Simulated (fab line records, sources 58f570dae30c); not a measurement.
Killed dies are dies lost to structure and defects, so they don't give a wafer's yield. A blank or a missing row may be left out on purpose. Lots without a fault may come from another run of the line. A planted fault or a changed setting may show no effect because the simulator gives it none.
Chamber matching | flow berkeley_cmos170 | UCB170_CONTACT_CLEAN_07 on wet_bench-01: 3 sister chambers
The step cleans in SPM, time 600 s. 3 wafers are shown with their chamber, then 7 later ones without.

WAFERS WITH THEIR CHAMBER
wafer  | chamber | bath_guard_temp_C (C)
L085.6 | 3       | 119.60
L087.6 | 0       | 119.96
L088.5 | 1       | 119.66

WAFERS WITHOUT THEIR CHAMBER
wafer  | bath_guard_temp_C (C)
L088.6 | 120.49
L089.1 | 120.21
L089.2 | 120.05
L089.3 | 119.56
L089.4 | 119.82
L089.5 | 120.03
L089.6 | 119.85

WHICH CHAMBER EACH WENT THROUGH
wafer  | from the rows above          | in truth
L088.6 | can't be placed: 0 or 1 or 3 | 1
L089.1 | can't be placed: 0 or 1 or 3 | 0
L089.2 | can't be placed: 0 or 1 or 3 | 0
L089.3 | can't be placed: 3 or 1 or 0 | 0
L089.4 | can't be placed: 0 or 1 or 3 | 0
L089.5 | can't be placed: 0 or 1 or 3 | 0
L089.6 | can't be placed: 0 or 1 or 3 | 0
Placed correctly: 0 of 7. Can't be placed from these rows: 7 (the true chamber is among the candidates in 7). Placed wrongly: 0.
How it was worked out, from the rows above alone: a wafer's distance from a chamber is the root of the sum, over the readings, of the square of ((its reading less the chamber's mean) divided by the reading's scatter). The wafer belongs to the nearest chamber; if the next one is less than 2 further off, it can't be placed. A chamber's mean is the mean of its shown wafers. The scatter: with one shown wafer a chamber, the root of the mean of the squares of how far each hidden wafer lies from its nearest shown one.
